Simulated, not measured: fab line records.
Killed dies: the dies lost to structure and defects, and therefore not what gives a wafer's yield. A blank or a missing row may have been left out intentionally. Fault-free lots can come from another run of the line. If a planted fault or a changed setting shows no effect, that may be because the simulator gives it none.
Which tool is to blame? | flow berkeley cmos170 | 7 lots, 21 wafers sampled, at 2 steps of a route of 331

== WHAT THE GAUGES SHOWED, per wafer ==
UCB170_GATE_OVL_MEAS_13.
lot  | measured     | on         | GATE_OVL (nm)
L714 | day 7 18:48  | overlay-02 | 4 -2 9
L719 | day 8 14:30  | overlay-02 | -4 -1 -6
L718 | day 8 15:16  | overlay-02 | 4 0 -2
L721 | day 9 07:28  | overlay-02 | -6 -5 -4
L726 | day 10 03:32 | overlay-02 | 2 -5 -8
L731 | day 11 01:53 | overlay-02 | -1 -4 -5
L735 | day 12 02:11 | overlay-01 | -1 2 -4

== EACH LOT AND THE TOOL THAT RAN IT (in order: tool; ch and the chambers of the sampled wafers; start) ==
lot  | UCB170_PFIELD_STRIP_08
L714 | plasma asher-01 ch 0, day 5 12:23
L719 | plasma asher-03 ch 1, day 6 11:33
L718 | plasma asher-03 ch 0,1, day 6 13:00
L721 | plasma asher-01 ch 0,1, day 6 20:42
L726 | plasma asher-01 ch 0,1, day 7 19:13
L731 | plasma asher-03 ch 0,1, day 9 01:37
L735 | plasma asher-03 ch 0,1, day 9 21:09
- UCB170_PFIELD_STRIP_08: strips in O2.

== THE ANSWER, worked out from the rows above alone ==
Rule: the lots themselves supply what counts as usual. Put in order of their means at a reading, lots are off if they are a third of the lots or fewer, leave a main group of 4 or more, and stand apart from it by a gap of 3 or more times the standard deviation of the main group's means; of several such gaps the widest counts. The tables above print the reading to a certain number of digits; a main group whose means all agree to those digits is not used. Also off: a lot with no number at a reading for which 4 or more lots have one. The other lots that the step has rows for count as sound.
Nothing can be told from this: no lot is off at any reading shown.

== WHAT THE SIMULATOR HAD PUT IN ==
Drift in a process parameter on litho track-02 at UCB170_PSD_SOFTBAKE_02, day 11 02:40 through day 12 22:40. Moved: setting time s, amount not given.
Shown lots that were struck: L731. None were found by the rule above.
